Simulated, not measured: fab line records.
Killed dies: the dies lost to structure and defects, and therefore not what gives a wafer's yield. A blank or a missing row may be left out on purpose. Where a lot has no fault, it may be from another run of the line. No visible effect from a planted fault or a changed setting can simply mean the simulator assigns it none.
The same fault as seen by 2 desks / flow berkeley cmos170 / numbers are kept per desk, each desk with only its own; the story behind them comes last

== AT THE METROLOGY DESK ==
Lot by lot, what the gauges showed, no matter which tool ran the lot: averages of those sampled wafers that carry a number. The brackets show how far a lot's mean lies from the usual mean; more than 4 standard deviations puts the lot out of limits, marked OUT.
Columns: A = NWELL_NITRIDE_THK at UCB170_NWELL_THK_MEAS_05, usual 225.7 nm
lot=L810; first seen here=day 2 14:58; A=228.5
lot=L813; first seen here=day 3 01:29; A=225.2
lot=L812; first seen here=day 3 01:30; A=227.4
lot=L814; first seen here=day 3 06:39; A=227.4
lot=L816; first seen here=day 3 12:57; A=224.1
lot=L817; first seen here=day 3 20:37; A=227.7
lot=L819; first seen here=day 4 06:04; A=228.5
lot=L822; first seen here=day 4 18:41; A=227.5
lot=L825; first seen here=day 5 08:08; A=226.3
lot=L826; first seen here=day 5 14:46; A=194.0 (-15) OUT
lot=L827; first seen here=day 5 20:06; A=191.0 (-17) OUT
lot=L829; first seen here=day 6 09:58; A=223.5
lot=L828; first seen here=day 6 09:58; A=226.8
lot=L832; first seen here=day 7 07:58; A=225.2
This desk's finding: out of limits on L826, L827; first on L826, day 5 14:46 (NWELL_NITRIDE_THK at UCB170_NWELL_THK_MEAS_05). L810, L813, L812, L814, L816, L817, L819, L822, L825, L829, L828, L832: within limits.

== THE TOOL OWNER'S DESK: lpcvd-02 ==
The tool's own readings at UCB170_NWELL_CVD_04 (deposits Si3N4 from SiH2Cl2/NH3, target thk 224 nm, time 3360 s): means of the sampled wafers that have a number, for each lot that ran on this tool. The brackets show how far a lot's mean lies from the usual mean; more than 4 standard deviations puts the lot out of limits, marked OUT.
Columns: A = nh3 flow sccm at UCB170_NWELL_CVD_04, usual 74.97 sccm; B = zone power centre pct at UCB170_NWELL_CVD_04, usual 38.4 %
lot=L812; first seen here=day 2 23:33; A=75.02; B=42.3
lot=L813; first seen here=day 2 23:33; A=75.24; B=41.0
lot=L814; first seen here=day 3 04:42; A=74.89; B=41.0
lot=L819; first seen here=day 4 04:07; A=74.89; B=41.1
lot=L822; first seen here=day 4 16:45; A=74.99; B=41.1
lot=L826; first seen here=day 5 12:50; A=59.95 (-68) OUT; B=41.1
lot=L827; first seen here=day 5 18:10; A=59.96 (-68) OUT; B=42.8
This desk's finding: out of limits on L826, L827; first on L826, day 5 12:50 (nh3 flow sccm at UCB170_NWELL_CVD_04). L812, L813, L814, L819, L822: within limits.

== TAKEN TOGETHER ==
The tool owner's desk had the chance to raise an alarm at day 5 12:50 on L826, L827.
At day 5 14:46 the metrology desk could have sounded an alarm, on L826, L827.
Of the lots named, all ran UCB170_NWELL_CVD_04 on lpcvd-02.

== WHAT WAS PUT IN BY THE SIMULATOR ==
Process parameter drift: lpcvd-02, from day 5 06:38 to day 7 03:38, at UCB170_NWELL_CVD_04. The setting nh3 flow sccm was moved by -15, starting from 75. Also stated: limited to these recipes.
Shown lots that were struck: L826, L827.
Delay (hours) between the fault's onset and each desk's first out-of-limits reading: 6 at the tool owner's desk, 8 at the metrology desk.
